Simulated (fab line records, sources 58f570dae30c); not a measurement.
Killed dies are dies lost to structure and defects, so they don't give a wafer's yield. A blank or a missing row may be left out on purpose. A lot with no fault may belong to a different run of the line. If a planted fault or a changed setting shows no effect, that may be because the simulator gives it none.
A lot that was struck, set against a sound lot ; flow berkeley_cmos170 ; 17 steps out of a route of 331
Sound: wafers L305.1, L305.5, L305.6. Wafers L308.1, L308.4, L308.6 were the ones struck. Last of all comes the cause.
At each step with rows: each side's tool, then ch and its chambers, then its first start. Under that, the readings that differ: sound wafers ; struck wafers ; difference of the means ; sigmas: that difference in standard deviations of wafers without a fault.
alike: words and numbers the same on both sides, and readings whose means are apart by under 2 such deviations; not compared: readings that were withheld, readings missing a value for some wafer, numbers with overlapping values and no deviation given by the record, and bounds like >300 which may hide the same value.
The two part at a step that has a row with sigmas, a row that says differs or no value, or rows on one side only. Numbers that have no deviation but don't overlap get no sigmas and don't part them. Lack of a reading on every wafer of one side parts them only where that side has two or more wafers.

UCB170_GATE_THK_MEAS_02:
  struck on film_metro-04, day 8 15:07; sound on film_metro-03, day 8 05:29
  alike: GATE_OXIDE_THK
then, 2 steps without rows for these wafers: UCB170_GATE_ANNEAL_03 (time 1800 s); UCB170_GATE_CVD_04 (deposits poly-Si from SiH4, time 1440 s, target thk 214 nm).
UCB170_GATE_THK_MEAS_05:
  struck on film_metro-02, day 8 19:38; sound on film_metro-02, day 8 09:53
  alike: GATE_POLY_THK
then, 6 steps without rows for these wafers: UCB170_GATE_COAT_06; UCB170_GATE_COAT_07 (resist thk 900 nm); UCB170_GATE_SOFTBAKE_08 (time 60 s); UCB170_GATE_EXPOSE_09 (exposes mask POLY, target cd 350 nm); UCB170_GATE_PEB_10; UCB170_GATE_DEVELOP_11 (develop time 45 s).
UCB170_GATE_CD_MEAS_12: target cd 350 nm.
  struck on cd_sem-01, day 8 22:28; sound on cd_sem-01, day 8 12:05
reading;sound;struck;difference;sigmas
cd_nm (nm);352.7 349.2 350.8;347.4 349.2 347.4;-2.9;-2
UCB170_GATE_OVL_MEAS_13:
  struck on overlay-02, day 8 22:35; sound on overlay-02, day 8 12:12
  alike: GATE_OVL
UCB170_GATE_ETCH_14: etches BARC in N2/H2.
  sound on rie_diel-03 ch 2,3, day 8 12:14; struck on rie_diel-02 ch 0,2,3, day 8 22:37
  no value came back on the struck wafers for any of 5 readings (bias_w (W), chamber_pressure_mTorr (mTorr) and others); on the sound wafers bias_w (W) reads 99.8 100.3 99.4
UCB170_GATE_ETCH_15: etches poly-Si in HBr/Cl2, stops on SiO2, time 56.3 s, target depth 278.2 nm.
  sound on rie_si-01 ch 1,2, day 8 12:17; struck on rie_si-02 ch 0,3, day 8 22:40
reading;sound;struck;difference;sigmas
oes_product_au (a.u.);0.819 0.813 0.828;0.280 0.259 0.271;-0.550;-46
  alike: HBr_flow_sccm, bias_w, chamber_pressure_mTorr, drypump_motor_current_A, throttle_valve_pct
  not compared: rf_hours_counter_h
UCB170_GATE_STRIP_16: strips in O2.
  sound on plasma_asher-03 ch 0,1, day 8 12:20; struck on plasma_asher-04 ch 0,1, day 8 22:44
  alike: chamber_pressure_mTorr, drypump_motor_current_A, oes_product_au
  not compared: rf_hours_counter_h
UCB170_GATE_CD_MEAS_90: target cd 350 nm.
  struck on cd_sem-02, day 8 22:50; sound on cd_sem-02, day 8 12:26
reading;sound;struck;difference;sigmas
cd_nm (nm);353.0 348.4 349.9;- - -;no value on the struck wafers;
then, 1 step without rows for these wafers: UCB170_GATE_CLEAN_17 (cleans in SPM, time 600 s).

## WHERE THEY PART
Last at UCB170_GATE_CD_MEAS_90 as far as this record goes, first at UCB170_GATE_CD_MEAS_12.

WHY: what the simulator had put in
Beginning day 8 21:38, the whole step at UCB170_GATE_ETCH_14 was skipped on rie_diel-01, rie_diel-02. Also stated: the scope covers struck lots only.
